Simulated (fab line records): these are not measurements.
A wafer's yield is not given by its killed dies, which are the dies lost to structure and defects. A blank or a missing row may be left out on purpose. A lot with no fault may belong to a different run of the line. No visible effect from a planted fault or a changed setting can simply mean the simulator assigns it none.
Which tool did it? | flow berkeley_cmos170 | Sampling: 14 lots, 42 wafers, 2 of 331 route steps

## WHAT THE GAUGES READ, wafer by wafer
UCB170_GATE_THK_MEAS_05. Usual: GATE_POLY_THK typically reads 213.9 nm, with standard deviation 2.
lot  | measured     | on            | GATE_POLY_THK (nm) | flag
L942 | day 6 11:52  | film_metro-02 | 215.2 214.2 214.3  |
L943 | day 6 11:56  | film_metro-01 | 215.2 218.1 217.1  |
L944 | day 6 11:53  | film_metro-04 | 213.4 214.4 212.8  |
L945 | day 6 11:52  | film_metro-01 | 214.7 213.7 213.6  |
L946 | day 7 09:31  | film_metro-02 | 212.8 213.4 212.8  |
L947 | day 7 09:29  | film_metro-01 | 215.0 212.9 214.1  |
L951 | day 8 02:44  | film_metro-04 | 214.0 210.5 212.1  |
L957 | day 9 02:41  | film_metro-02 | 117.3 116.2 115.3  | OFF
L958 | day 9 02:41  | film_metro-01 | 117.8 115.8 116.7  | OFF
L960 | day 9 13:20  | film_metro-02 | 211.6 212.0 212.7  |
L961 | day 9 13:19  | film_metro-01 | 214.2 211.9 213.3  |
L963 | day 10 15:06 | film_metro-04 | 216.4 213.9 212.8  |
L964 | day 10 15:05 | film_metro-02 | 216.9 216.9 215.4  |
L965 | day 11 06:36 | film_metro-01 | 214.6 215.7 214.7  |

## WHICH TOOL RAN EACH LOT (tool, then ch and the chambers of the sampled wafers, then the start)
lot  | UCB170_GATE_CVD_04
L942 | lpcvd-02 ch 1, day 6 10:28
L943 | lpcvd-02 ch 0, day 6 10:28
L944 | lpcvd-02 ch 0, day 6 10:28
L945 | lpcvd-02 ch 1, day 6 10:28
L946 | lpcvd-02 ch 0, day 7 08:05
L947 | lpcvd-02 ch 1, day 7 08:05
L951 | lpcvd-01 ch 1, day 8 01:19
L957 | lpcvd-02 ch 0, day 9 01:17
L958 | lpcvd-02 ch 1, day 9 01:17
L960 | lpcvd-01 ch 0, day 9 11:55
L961 | lpcvd-01 ch 1, day 9 11:55
L963 | lpcvd-01 ch 0, day 10 13:41
L964 | lpcvd-01 ch 0, day 10 13:41
L965 | lpcvd-01 ch 1, day 11 04:29
- UCB170_GATE_CVD_04: deposits poly-Si from SiH4, time 1440 s, target thk 214 nm.

## WHAT THE TOOLS THEMSELVES READ (means of the sampled wafers that have a number; where no wafer has one, the mark that the record gives instead)
UCB170_GATE_CVD_04. Usual: sih4_flow_sccm 120.1 sccm, standard deviation 0.36; spike_tc_centre_C 612.3 C, standard deviation 1.2; spike_tc_load_C 630.6 C, standard deviation 2.4; spike_tc_source_C 629.4 C, standard deviation 1.1; susceptor_temp_C 610.0 C, standard deviation 0.31; zone_power_source_pct 11.2 %, standard deviation 0.76.
lot  | tool     | sih4_flow_sccm (sccm) | spike_tc_centre_C (C) | spike_tc_load_C (C) | spike_tc_source_C (C) | susceptor_temp_C (C) | zone_power_source_pct (%) | flag
L942 | lpcvd-02 | 120.2                 | 612.0                 | 634.0               | 628.8                 | 610.0                | 11.1                      |
L943 | lpcvd-02 | 120.1                 | 612.6                 | 627.9               | 628.9                 | 610.1                | 12.3                      |
L944 | lpcvd-02 | 119.8                 | 612.3                 | 629.0               | 629.2                 | 609.9                | 12.3                      |
L945 | lpcvd-02 | 120.4                 | 611.7                 | 634.3               | 628.3                 | 609.9                | 11.1                      |
L946 | lpcvd-02 | 119.6                 | 613.9                 | 629.8               | 629.6                 | 610.3                | 12.3                      |
L947 | lpcvd-02 | 120.3                 | 612.7                 | 633.5               | 629.7                 | 610.4                | 11.1                      |
L951 | lpcvd-01 | 120.2                 | 611.3                 | 631.4               | 629.7                 | 609.7                | 11.0                      |
L957 | lpcvd-02 | 120.1                 | 588.5                 | 604.1               | 603.5                 | 585.1                | 11.5                      | OFF
L958 | lpcvd-02 | 119.9                 | 586.3                 | 609.6               | 604.0                 | 585.4                | 10.3                      | OFF
L960 | lpcvd-01 | 119.6                 | 612.3                 | 627.8               | 629.5                 | 610.1                | 10.3                      |
L961 | lpcvd-01 | 120.0                 | 610.9                 | 630.7               | 629.6                 | 610.3                | 10.8                      |
L963 | lpcvd-01 | 120.1                 | 612.7                 | 628.6               | 630.2                 | 610.0                | 10.3                      |
L964 | lpcvd-01 | 119.8                 | 611.7                 | 628.9               | 629.0                 | 610.0                | 10.3                      |
L965 | lpcvd-01 | 119.8                 | 611.6                 | 630.7               | 628.4                 | 610.1                | 11.0                      |

## THE ANSWER, worked out from the rows above alone
Rule: a lot is off if the mean of its wafers that have a number lies more than 3 standard deviations from the usual mean. Also off: a lot with no number at a reading for which 4 or more lots have one. The other lots that the step has rows for count as sound. After the gauges, taken in route order, come the tools' own readings; for these a lot's mean is taken, as printed above. At the first step where some lot is off, the reading lying furthest off is the one used; lots without a number count as furthest.
Off: at UCB170_GATE_THK_MEAS_05 (GATE_POLY_THK), L957, L958.
A tool fits if, at a process step before that reading, it ran every lot that is off, and no sound lot after the first of them. Not tried: the gauges at UCB170_GATE_THK_MEAS_05; whatever is off there is also off at UCB170_GATE_CVD_04, on other tools, and gauge error can't account for it. One candidate fits, namely lpcvd-02 at UCB170_GATE_CVD_04. Its last sound lot is L946 (day 7 08:05), its first lot that is off L957 (day 9 01:17): a fault that began between those two fits.
The tool's own readings at UCB170_GATE_CVD_04 bear it out: on the lots that are off they differ by more than 5 times the standard deviation of the sound lots' means. spike_tc_centre_C reads 587.4 C there against 612.1 C on the sound lots; spike_tc_load_C reads 606.9 C there against 630.5 C on the sound lots; spike_tc_source_C reads 603.8 C there against 629.2 C on the sound lots; susceptor_temp_C reads 585.2 C there against 610.1 C on the sound lots.

## WHAT THE SIMULATOR HAD PUT IN
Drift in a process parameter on lpcvd-02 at UCB170_GATE_CVD_04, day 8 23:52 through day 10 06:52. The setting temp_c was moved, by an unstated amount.
Shown lots that were struck: L958, L957. This agrees with what the rule above found.
